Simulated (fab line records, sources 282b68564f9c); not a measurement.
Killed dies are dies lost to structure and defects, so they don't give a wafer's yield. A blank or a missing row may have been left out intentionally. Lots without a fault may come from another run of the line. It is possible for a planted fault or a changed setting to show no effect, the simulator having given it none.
Which of the tools did it? -- flow ritCmos -- 14 lots, 42 wafers sampled, at 2 steps of a route of 202

== WHAT EACH GAUGE READ, for each wafer ==
The record holds no reading of a measuring or inspecting step that can be judged against a usual standard deviation.

== EACH LOT AND THE TOOL THAT RAN IT (in order: tool; ch and the chambers of the sampled wafers; start) ==
lot,RIT_NLDD_HARDBAKE_07,RIT_M1_PROBE_99
L335,"lithoTrack-03 ch 0, day 2 23:04",-
L336,"lithoTrack-04 ch 0, day 3 06:23","prober-01, day 3 22:10"
L337,"lithoTrack-03 ch 0, day 3 13:19",-
L338,"lithoTrack-02 ch 0, day 3 15:49",-
L339,"lithoTrack-02 ch 0, day 4 01:26",-
L340,"lithoTrack-04 ch 0, day 4 04:19",-
L341,"lithoTrack-03 ch 0, day 4 06:46",-
L344,"lithoTrack-02 ch 0, day 5 01:47",-
L348,"lithoTrack-02 ch 0, day 5 20:48","prober-01, day 6 12:29"
L350,"lithoTrack-02 ch 0, day 6 08:35",-
L351,"lithoTrack-04 ch 0, day 6 13:19",-
L353,"lithoTrack-03 ch 0, day 7 01:38",-
L356,"lithoTrack-03 ch 0, day 7 13:33",-
L357,"lithoTrack-03 ch 0, day 7 17:28",-
- RIT_NLDD_HARDBAKE_07: time 60 s.
- RIT_M1_PROBE_99

== AS READ BY THE TOOLS THEMSELVES (means over the sampled wafers that have a number; for cases with no such wafer, the mark the record gives instead) ==
RIT_NLDD_HARDBAKE_07. Usual: chillPlateTempC 23.00 C, standard deviation 0.11; heaterPowerTotalW 62.55 W, standard deviation 0.046; plateTempC 140.03 C, standard deviation 0.14.
lot,tool,chillPlateTempC (C),heaterPowerTotalW (W),plateTempC (C),flag
L335,lithoTrack-03,23.08,62.54,140.08,
L336,lithoTrack-04,22.91,62.53,140.05,
L337,lithoTrack-03,22.96,62.55,140.01,
L338,lithoTrack-02,23.17,62.59,139.99,
L339,lithoTrack-02,23.10,62.56,140.03,
L340,lithoTrack-04,23.02,62.54,139.98,
L341,lithoTrack-03,23.12,62.57,140.06,
L344,lithoTrack-02,22.99,62.55,140.02,
L348,lithoTrack-02,23.01,61.50,138.34,OFF
L350,lithoTrack-02,22.95,61.48,138.27,OFF
L351,lithoTrack-04,22.96,62.52,140.02,
L353,lithoTrack-03,23.00,62.50,140.03,
L356,lithoTrack-03,22.99,62.55,140.11,
L357,lithoTrack-03,22.88,62.55,139.88,

RIT_M1_PROBE_99. Usual: killedAtContacts 0.0, standard deviation 0.16; killedAtFrontEnd 6.9, standard deviation 2.9; killedDies 7.0, standard deviation 2.9; killedOpen 3.4, standard deviation 2.1; killedShort 3.5, standard deviation 1.8.
lot,tool,killedAtContacts,killedAtFrontEnd,killedDies,killedOpen,killedShort,flag
L336,prober-01,0.0,7.3,7.3,3.3,4.0,
L348,prober-01,0.0,6.7,6.7,3.7,3.0,

== THE ANSWER, worked out from the rows above alone ==
Rule: a lot is off if the mean of its wafers that have a number lies more than 3 standard deviations from the usual mean. A lot without any number at a reading at which 4 lots or more have one is off too. Where the step has rows for the other lots, those lots are counted as sound. First the gauges in route order, then the tools' own readings, where a lot's mean is used as printed above. At the first step where some lot is off, the reading lying furthest off is the one used; lots without a number count as furthest.
Off: L348, L350, at RIT_NLDD_HARDBAKE_07 (heaterPowerTotalW).
A tool fits if, at that step or a process step before it, it ran every lot that is off, and no sound lot after the first of them. One fits: lithoTrack-02 at RIT_NLDD_HARDBAKE_07. A fault onset in the window from L344 (day 5 01:47, its last sound lot) to L348 (day 5 20:48, its first lot off) fits.
The tool's own readings at RIT_NLDD_HARDBAKE_07 bear it out: on the lots that are off they differ by more than 5 times the standard deviation of the sound lots' means. heaterPowerTotalW reads 61.49 W there against 62.55 W on the sound lots; plateTempC reads 138.31 C there against 140.02 C on the sound lots.

== WHAT THE SIMULATOR PUT IN ==
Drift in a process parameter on lithoTrack-02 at RIT_NLDD_HARDBAKE_07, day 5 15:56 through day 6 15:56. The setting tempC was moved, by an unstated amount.
Struck lots among those shown: L348, L350. Same finding as the rule above.
